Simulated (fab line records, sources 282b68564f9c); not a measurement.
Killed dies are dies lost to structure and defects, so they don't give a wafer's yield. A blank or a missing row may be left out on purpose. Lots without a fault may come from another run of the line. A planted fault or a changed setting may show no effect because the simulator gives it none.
Which tool did it? | flow rit_cmos | 8 lots, 24 wafers sampled, at 3 steps of a route of 202

WHAT THE GAUGES READ, wafer by wafer
RIT_NLDD_OVL_MEAS_06.
lot  | measured    | on         | NLDD_OVL (nm)
L479 | day 2 23:19 | overlay-01 | 2.0 0.6 0.8
L481 | day 3 08:20 | overlay-01 | 2.4 1.2 1.3
L483 | day 3 21:35 | overlay-01 | -0.6 -0.4 0.4
L486 | day 4 09:13 | overlay-01 | 2.1 2.9 3.5
L491 | day 5 12:28 | overlay-02 | -298.7 -299.9 -299.6
L493 | day 6 00:50 | overlay-02 | -301.0 -299.3 -300.0
L496 | day 6 17:13 | overlay-02 | 0.7 1.0 0.7
L501 | day 7 12:54 | overlay-01 | -0.3 0.8 0.2

WHICH TOOL RAN EACH LOT (tool, then ch and the chambers of the sampled wafers, then the start)
lot  | RIT_NWELL_STRIP_09                  | RIT_NLDD_EXPOSE_03
L479 | plasma_asher-03 ch 0,1, day 2 01:46 | iline_stepper-01 ch 0, day 2 22:55
L481 | plasma_asher-04 ch 0,1, day 2 12:47 | iline_stepper-02 ch 0, day 3 07:56
L483 | plasma_asher-04 ch 0,1, day 3 00:04 | iline_stepper-01 ch 0, day 3 21:13
L486 | plasma_asher-04 ch 0,1, day 3 12:51 | iline_stepper-02 ch 0, day 4 08:49
L491 | plasma_asher-01 ch 0,1, day 4 14:28 | iline_stepper-01 ch 0, day 5 12:07
L493 | plasma_asher-03 ch 0,1, day 5 02:35 | iline_stepper-01 ch 0, day 6 00:27
L496 | plasma_asher-04 ch 0,1, day 5 20:01 | iline_stepper-02 ch 0, day 6 16:46
L501 | plasma_asher-01 ch 0,1, day 6 15:48 | iline_stepper-02 ch 0, day 7 12:30
- RIT_NWELL_STRIP_09: strips in O2, time 180 s.
- RIT_NLDD_EXPOSE_03: exposes mask M7, target cd 40700 nm.

THE ANSWER, worked out from the rows above alone
Rule: what is usual is taken from the lots themselves. Put in order of their means at a reading, lots are off if they are a third of the lots or fewer, leave a main group of 4 or more, and stand apart from it by a gap of 3 or more times the standard deviation of the main group's means; of several such gaps the widest counts. A main group whose means are all the same, to the digits that the tables above print for the reading, isn't used. A lot without any number at a reading at which 4 lots or more have one is off too. The other lots that the step has rows for count as sound.
Off: L491, L493, at RIT_NLDD_OVL_MEAS_06 (NLDD_OVL). The main group: mean 1.1 nm, standard deviation 0.98.
A tool fits if, at a process step before that reading, it ran every lot that is off, and no sound lot after the first of them. The gauges at RIT_NLDD_OVL_MEAS_06 are tried like those tools. One fits: iline_stepper-01 at RIT_NLDD_EXPOSE_03. Its last sound lot is L483 (day 3 21:13), its first lot that is off L491 (day 5 12:07): a fault that began between those two fits.

WHAT THE SIMULATOR HAD PUT IN
Scanner matching overlay: iline_stepper-01, from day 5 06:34 on, at RIT_NLDD_EXPOSE_03. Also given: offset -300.
Lots struck among those shown: L491, L493. The rule above found the same.
